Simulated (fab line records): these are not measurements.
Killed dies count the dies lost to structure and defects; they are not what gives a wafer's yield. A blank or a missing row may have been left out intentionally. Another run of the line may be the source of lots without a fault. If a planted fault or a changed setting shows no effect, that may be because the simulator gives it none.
fab line records || flow rit-cmos
record: {"lots": 14, "wafers": 40, "last-day": 8}
route steps=202 shown SDANNEAL@153 M1@202
lots untouched by any fault: they come from a run of this same line in which no faults occurred
start-h: hours from the record's opening day to when the first of the lot's shown wafers began || wait-h: hours from the lot's prior step to this one || " unchanged from the row above || L1.1+2: one row covering several wafers at once || - either no value or no given start || * or withheld: withheld || < > ~ a bound
route shown NAME@n: NAME is a module with steps in the file, n the number in the route of the first one || usual: mean/standard deviation taken from wafers without a fault || same: alike in all rows || chamber/n: place in a boat || sites: readings site by site || _std_site: their standard deviation || _edge_site: the outer-site mean with the inner-site mean subtracted || radius-mm: for every site, how far away it sits from the centre of the wafer || mask NAME#n: copy n || behind: the tool/chamber that last shaped the wafer || hold: what put the lot on hold/how long, in hours/how the hold closed || device: the n, p or np transistor that did not switch || end of line: at the end of the route, the tests of the same wafers || a step with no rows: only its recipe || killed: at the first sort, the dies lost to defects and structure; wafer yield is something else || map: a wafer's dies, x killed, . not, _ none there
set.NAME: the setting as run; set.NAME@STEP: as run at that earlier step || model.NAME: the simulator's own value behind a step, which no gauge read
route steps across a sampled set of lots; one table per step, one row per wafer
== steps ==
step: RIT_SDANNEAL_CLEAN_00
recipe: {"chemistry": "SC1", "mix": "3:3:50", "time-s": 600, "temp-c": 75}
usual: {"temp-c": "75.01/0.14"}
{"lot.wafer": "L762.1", "tool": "wet-bench-03", "chamber": 1, "start-h": 60.14, "wait-h": 0.1, "temp-c": 74.72}
{"lot.wafer": "L762.4", "tool": "wet-bench-03", "chamber": 1, "start-h": 60.14, "wait-h": 0.1, "temp-c": 74.76}
{"lot.wafer": "L762.6", "tool": "wet-bench-03", "chamber": 1, "start-h": 60.14, "wait-h": 0.1, "temp-c": 74.60}
{"lot.wafer": "L764.2", "tool": "wet-bench-01", "chamber": 0, "start-h": 62.43, "wait-h": 0.0, "temp-c": 74.86}
{"lot.wafer": "L764.4", "tool": "wet-bench-01", "chamber": 0, "start-h": 62.43, "wait-h": 0.0, "temp-c": 75.01}
{"lot.wafer": "L764.5", "tool": "wet-bench-01", "chamber": 0, "start-h": 62.43, "wait-h": 0.0, "temp-c": 74.89}
{"lot.wafer": "L765.2", "tool": "wet-bench-03", "chamber": 1, "start-h": 73.19, "wait-h": 0.0, "temp-c": 75.05}
{"lot.wafer": "L765.4", "tool": "wet-bench-03", "chamber": 1, "start-h": 73.19, "wait-h": 0.0, "temp-c": 74.98}
{"lot.wafer": "L765.6", "tool": "wet-bench-03", "chamber": 1, "start-h": 73.19, "wait-h": 0.0, "temp-c": 75.02}
{"lot.wafer": "L773.4", "tool": "wet-bench-01", "chamber": 0, "start-h": 105.80, "wait-h": 0.0, "temp-c": 74.40}
{"lot.wafer": "L773.6", "tool": "wet-bench-01", "chamber": 0, "start-h": 105.80, "wait-h": 0.0, "temp-c": 74.39}
{"lot.wafer": "L774.3", "tool": "wet-bench-01", "chamber": 3, "start-h": 114.87, "wait-h": 0.0, "temp-c": 74.37}
{"lot.wafer": "L774.4", "tool": "wet-bench-01", "chamber": 3, "start-h": 114.87, "wait-h": 0.0, "temp-c": 74.40}
{"lot.wafer": "L775.1", "tool": "wet-bench-03", "chamber": 1, "start-h": 122.13, "wait-h": 0.1, "temp-c": 75.08}
{"lot.wafer": "L775.5", "tool": "wet-bench-03", "chamber": 1, "start-h": 122.13, "wait-h": 0.1, "temp-c": 75.08}
{"lot.wafer": "L775.6", "tool": "wet-bench-03", "chamber": 1, "start-h": 122.13, "wait-h": 0.1, "temp-c": 75.04}
{"lot.wafer": "L776.3", "tool": "wet-bench-02", "chamber": 2, "start-h": 132.00, "wait-h": 0.0, "temp-c": 75.07}
{"lot.wafer": "L776.4", "tool": "wet-bench-02", "chamber": 2, "start-h": 132.00, "wait-h": 0.0, "temp-c": 75.22}
{"lot.wafer": "L776.6", "tool": "wet-bench-02", "chamber": 2, "start-h": 132.00, "wait-h": 0.0, "temp-c": 75.07}
{"lot.wafer": "L777.1", "tool": "wet-bench-02", "chamber": 3, "start-h": 137.33, "wait-h": 0.1, "temp-c": 75.20}
{"lot.wafer": "L777.2", "tool": "wet-bench-02", "chamber": 3, "start-h": 137.33, "wait-h": 0.1, "temp-c": 75.12}
{"lot.wafer": "L777.3", "tool": "wet-bench-02", "chamber": 3, "start-h": 137.33, "wait-h": 0.1, "temp-c": 75.31}
{"lot.wafer": "L778.1", "tool": "wet-bench-03", "chamber": 2, "start-h": 137.57, "wait-h": 0.1, "temp-c": 74.80}
{"lot.wafer": "L778.2", "tool": "wet-bench-03", "chamber": 2, "start-h": 137.57, "wait-h": 0.1, "temp-c": 74.86}
{"lot.wafer": "L778.3", "tool": "wet-bench-03", "chamber": 2, "start-h": 137.57, "wait-h": 0.1, "temp-c": 74.80}
{"lot.wafer": "L779.3", "tool": "wet-bench-03", "chamber": 1, "start-h": 151.60, "wait-h": 0.0, "temp-c": 74.96}
{"lot.wafer": "L779.4", "tool": "wet-bench-03", "chamber": 1, "start-h": 151.60, "wait-h": 0.0, "temp-c": 74.88}
{"lot.wafer": "L779.5", "tool": "wet-bench-03", "chamber": 1, "start-h": 151.60, "wait-h": 0.0, "temp-c": 74.89}
{"lot.wafer": "L781.4", "tool": "wet-bench-02", "chamber": 3, "start-h": 167.15, "wait-h": 0.0, "temp-c": 74.95}
{"lot.wafer": "L781.5", "tool": "wet-bench-02", "chamber": 3, "start-h": 167.15, "wait-h": 0.0, "temp-c": 74.93}
{"lot.wafer": "L781.6", "tool": "wet-bench-02", "chamber": 3, "start-h": 167.15, "wait-h": 0.0, "temp-c": 74.82}
{"lot.wafer": "L783.3", "tool": "wet-bench-02", "chamber": 3, "start-h": 172.32, "wait-h": 0.0, "temp-c": 75.31}
{"lot.wafer": "L783.4", "tool": "wet-bench-02", "chamber": 3, "start-h": 172.32, "wait-h": 0.0, "temp-c": 75.05}
{"lot.wafer": "L783.6", "tool": "wet-bench-02", "chamber": 3, "start-h": 172.32, "wait-h": 0.0, "temp-c": 75.18}
{"lot.wafer": "L782.1", "tool": "wet-bench-03", "chamber": 2, "start-h": 172.79, "wait-h": 0.1, "temp-c": 75.06}
{"lot.wafer": "L782.4", "tool": "wet-bench-03", "chamber": 2, "start-h": 172.79, "wait-h": 0.1, "temp-c": 75.05}
{"lot.wafer": "L782.6", "tool": "wet-bench-03", "chamber": 2, "start-h": 172.79, "wait-h": 0.1, "temp-c": 75.13}
{"lot.wafer": "L784.2", "tool": "wet-bench-03", "chamber": 0, "start-h": 181.04, "wait-h": 0.0, "temp-c": 74.93}
{"lot.wafer": "L784.3", "tool": "wet-bench-03", "chamber": 0, "start-h": 181.04, "wait-h": 0.0, "temp-c": 74.93}
{"lot.wafer": "L784.6", "tool": "wet-bench-03", "chamber": 0, "start-h": 181.04, "wait-h": 0.0, "temp-c": 75.12}
step: RIT_M1_PROBE_99
usual: {"killed-at-contacts": "0.0/0.22", "killed-at-front-end": "6.6/2.7", "killed-dies": "6.7/2.7", "killed-on-rim": "1.7/1.4", "killed-open": "3.4/2", "killed-short": "3.2/1.8"}
same: {"gross-dies": 264, "killed_at_M0_to_M3": 0, "killed_at_M4_up": 0, "killed-at-back-side": 0, "killed-at-other": 0}
{"lot.wafer": "L765.2", "tool": "prober-01", "chamber": "-", "start-h": 81.08, "wait-h": 0.1, "killed-at-contacts": 0, "killed-at-front-end": 7, "killed-dies": 7, "killed-on-rim": 1, "killed-open": 4, "killed-short": 3}
{"lot.wafer": "L765.4", "tool": "prober-01", "chamber": "-", "start-h": 81.18, "wait-h": 0.2, "killed-at-contacts": 0, "killed-at-front-end": 8, "killed-dies": 8, "killed-on-rim": 3, "killed-open": 4, "killed-short": 4}
{"lot.wafer": "L765.6", "tool": "prober-01", "chamber": "-", "start-h": 81.28, "wait-h": 0.2, "killed-at-contacts": 0, "killed-at-front-end": 6, "killed-dies": 6, "killed-on-rim": 2, "killed-open": 5, "killed-short": 1}
{"lot.wafer": "L775.1", "tool": "prober-01", "chamber": "-", "start-h": 130.13, "wait-h": 0.1, "killed-at-contacts": 0, "killed-at-front-end": 4, "killed-dies": 4, "killed-on-rim": 1, "killed-open": 2, "killed-short": 2}
{"lot.wafer": "L775.5", "tool": "prober-01", "chamber": "-", "start-h": 130.33, "wait-h": 0.2, "killed-at-contacts": 0, "killed-at-front-end": 7, "killed-dies": 7, "killed-on-rim": 4, "killed-open": 2, "killed-short": 5}
{"lot.wafer": "L775.6", "tool": "prober-01", "chamber": "-", "start-h": 130.38, "wait-h": 0.2, "killed-at-contacts": 0, "killed-at-front-end": 5, "killed-dies": 5, "killed-on-rim": 1, "killed-open": 4, "killed-short": 1}
{"lot.wafer": "L779.3", "tool": "prober-01", "chamber": "-", "start-h": 159.88, "wait-h": 0.2, "killed-at-contacts": 0, "killed-at-front-end": 5, "killed-dies": 5, "killed-on-rim": 3, "killed-open": 3, "killed-short": 2}
{"lot.wafer": "L779.4", "tool": "prober-01", "chamber": "-", "start-h": 159.93, "wait-h": 0.2, "killed-at-contacts": 0, "killed-at-front-end": 5, "killed-dies": 5, "killed-on-rim": 0, "killed-open": 2, "killed-short": 3}
{"lot.wafer": "L779.5", "tool": "prober-01", "chamber": "-", "start-h": 159.98, "wait-h": 0.2, "killed-at-contacts": 0, "killed-at-front-end": 5, "killed-dies": 5, "killed-on-rim": 0, "killed-open": 2, "killed-short": 3}
{"lot.wafer": "L781.4", "tool": "prober-01", "chamber": "-", "start-h": 175.24, "wait-h": 0.2, "killed-at-contacts": 0, "killed-at-front-end": 2, "killed-dies": 2, "killed-on-rim": 0, "killed-open": 1, "killed-short": 1}
{"lot.wafer": "L781.5", "tool": "prober-01", "chamber": "-", "start-h": 175.29, "wait-h": 0.2, "killed-at-contacts": 0, "killed-at-front-end": 5, "killed-dies": 5, "killed-on-rim": 1, "killed-open": 2, "killed-short": 3}
{"lot.wafer": "L781.6", "tool": "prober-01", "chamber": "-", "start-h": 175.34, "wait-h": 0.2, "killed-at-contacts": 0, "killed-at-front-end": 10, "killed-dies": 10, "killed-on-rim": 2, "killed-open": 3, "killed-short": 7}
{"lot.wafer": "L783.3", "tool": "prober-02", "chamber": "-", "start-h": 180.27, "wait-h": 0.2, "killed-at-contacts": 0, "killed-at-front-end": 9, "killed-dies": 9, "killed-on-rim": 4, "killed-open": 5, "killed-short": 4}
{"lot.wafer": "L783.4", "tool": "prober-02", "chamber": "-", "start-h": 180.32, "wait-h": 0.2, "killed-at-contacts": 0, "killed-at-front-end": 10, "killed-dies": 10, "killed-on-rim": 3, "killed-open": 1, "killed-short": 9}
{"lot.wafer": "L783.6", "tool": "prober-02", "chamber": "-", "start-h": 180.42, "wait-h": 0.2, "killed-at-contacts": 0, "killed-at-front-end": 7, "killed-dies": 7, "killed-on-rim": 1, "killed-open": 3, "killed-short": 4}
{"lot.wafer": "L782.1", "tool": "prober-01", "chamber": "-", "start-h": 181.67, "wait-h": 0.1, "killed-at-contacts": 1, "killed-at-front-end": 2, "killed-dies": 3, "killed-on-rim": 1, "killed-open": 2, "killed-short": 1}
{"lot.wafer": "L782.4", "tool": "prober-01", "chamber": "-", "start-h": 181.82, "wait-h": 0.2, "killed-at-contacts": 0, "killed-at-front-end": 16, "killed-dies": 16, "killed-on-rim": 3, "killed-open": 10, "killed-short": 6}
{"lot.wafer": "L782.6", "tool": "prober-01", "chamber": "-", "start-h": 181.92, "wait-h": 0.2, "killed-at-contacts": 0, "killed-at-front-end": 7, "killed-dies": 7, "killed-on-rim": 0, "killed-open": 2, "killed-short": 5}
{"lot.wafer": "L784.2", "tool": "prober-02", "chamber": "-", "start-h": 189.21, "wait-h": 0.1, "killed-at-contacts": 1, "killed-at-front-end": 7, "killed-dies": 8, "killed-on-rim": 1, "killed-open": 4, "killed-short": 4}
{"lot.wafer": "L784.3", "tool": "prober-02", "chamber": "-", "start-h": 189.26, "wait-h": 0.2, "killed-at-contacts": 1, "killed-at-front-end": 9, "killed-dies": 10, "killed-on-rim": 0, "killed-open": 7, "killed-short": 3}
{"lot.wafer": "L784.6", "tool": "prober-02", "chamber": "-", "start-h": 189.41, "wait-h": 0.2, "killed-at-contacts": 0, "killed-at-front-end": 4, "killed-dies": 4, "killed-on-rim": 1, "killed-open": 2, "killed-short": 2}
killed by level:class
L765.2 FOX1:geometric-particle:open=1 FOX2:geometric-particle:short=1 GATE:geometric-particle:short=1 GATE:geometric-particle:open=1 REOX:geometric-particle:open=1 SPACER:geometric-particle:short=1 SILICIDE:geometric-particle:open=1
L765.4 FOX1:geometric-particle:open=2 FOX1:geometric-particle:short=2 GATE:geometric-particle:open=2 GATE:geometric-particle:short=1 REOX:geometric-particle:short=1
L765.6 FOX1:geometric-particle:open=2 GATE:geometric-particle:open=2 REOX:geometric-particle:short=1 SPACER:geometric-particle:open=1
L775.1 GATE:geometric-particle:short=1 GATE:geometric-particle:open=1 REOX:geometric-particle:open=1 REOX:geometric-particle:short=1
L775.5 GATE:geometric-particle:short=2 SILICIDE:geometric-particle:short=2 GATE:geometric-particle:open=1 REOX:geometric-particle:short=1 SILICIDE:geometric-particle:open=1
L775.6 SPACER:geometric-particle:open=2 FOX1:geometric-particle:open=1 SILICIDE:geometric-particle:short=1 SILICIDE:geometric-particle:open=1
L779.3 REOX:geometric-particle:open=3 GATE:geometric-particle:short=1 SPACER:geometric-particle:short=1
L779.4 FOX2:geometric-particle:short=2 GATE:geometric-particle:open=2 REOX:geometric-particle:short=1
L779.5 FOX1:geometric-particle:open=2 FOX1:geometric-particle:short=1 GATE:geometric-particle:short=1 SPACER:geometric-particle:short=1
L781.4 REOX:geometric-particle:open=1 SPACER:geometric-particle:short=1
L781.5 SPACER:geometric-particle:short=2 GATE:geometric-particle:short=1 REOX:geometric-particle:open=1 SPACER:geometric-particle:open=1
L781.6 GATE:geometric-particle:short=3 REOX:geometric-particle:short=3 GATE:geometric-particle:open=1 REOX:geometric-particle:open=1 SPACER:geometric-particle:short=1 SPACER:geometric-particle:open=1
L783.3 FOX1:geometric-particle:open=3 GATE:geometric-particle:short=2 FOX1:geometric-particle:short=1 GATE:geometric-particle:open=1 SPACER:geometric-particle:open=1 SILICIDE:geometric-particle:short=1
L783.4 GATE:geometric-particle:short=6 FOX1:geometric-particle:short=2 FOX1:geometric-particle:open=1 FOX2:geometric-particle:short=1
L783.6 GATE:geometric-particle:short=3 GATE:geometric-particle:open=2 FOX1:geometric-particle:open=1 SILICIDE:geometric-particle:short=1
L782.1 GATE:geometric-particle:short=1 SILICIDE:geometric-particle:open=1 CONTACT:geometric-particle:open=1
L782.4 FOX2:geometric-particle:open=3 REOX:geometric-particle:open=3 FOX1:geometric-particle:open=2 FOX2:geometric-particle:short=2 GATE:geometric-particle:short=2 SPACER:geometric-particle:open=2 SPACER:geometric-particle:short=2
L782.6 SPACER:geometric-particle:short=2 FOX2:geometric-particle:short=1 GATE:geometric-particle:open=1 GATE:geometric-particle:short=1 REOX:geometric-particle:open=1 SILICIDE:geometric-particle:short=1
L784.2 FOX1:geometric-particle:open=2 GATE:geometric-particle:short=2 SPACER:geometric-particle:short=2 GATE:geometric-particle:open=1 CONTACT:geometric-particle:open=1
L784.3 GATE:geometric-particle:open=4 GATE:geometric-particle:short=2 FOX1:geometric-particle:short=1 REOX:geometric-particle:open=1 SPACER:geometric-particle:open=1 CONTACT:geometric-particle:open=1
L784.6 FOX1:geometric-particle:open=1 GATE:geometric-particle:short=1 SPACER:geometric-particle:short=1 SPACER:geometric-particle:open=1
== key ==
first-sign: {"step": "RIT_SDANNEAL_CLEAN_00", "reading": "temp-c", "direction": "down", "sigmas": 4.4, "usual": "*", "struck": "*"}
effect none on later readings
met-at RIT_SDANNEAL_CLEAN_00
struck-lots L773,L774
tester-left-out L773,L774
onset-between 62.43 105.80
fault: {"kind": "process-parameter-drift", "tool": "wet-bench-01", "chamber": "-", "onset-h": 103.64, "steps": "RIT_SDANNEAL_CLEAN_00", "channel": "temp-c", "offset": "*", "shape": "step", "end-h": 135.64, "acts-in": "*", "stated": "*"}
tester-left-out: of these lots the tester's yield and bins aren't shown, on N5 and GAA mostly nor the transistor test; their killed dies are dies lost to structure and defects alone, not to doping, threshold or leakage, so they don't give the yield
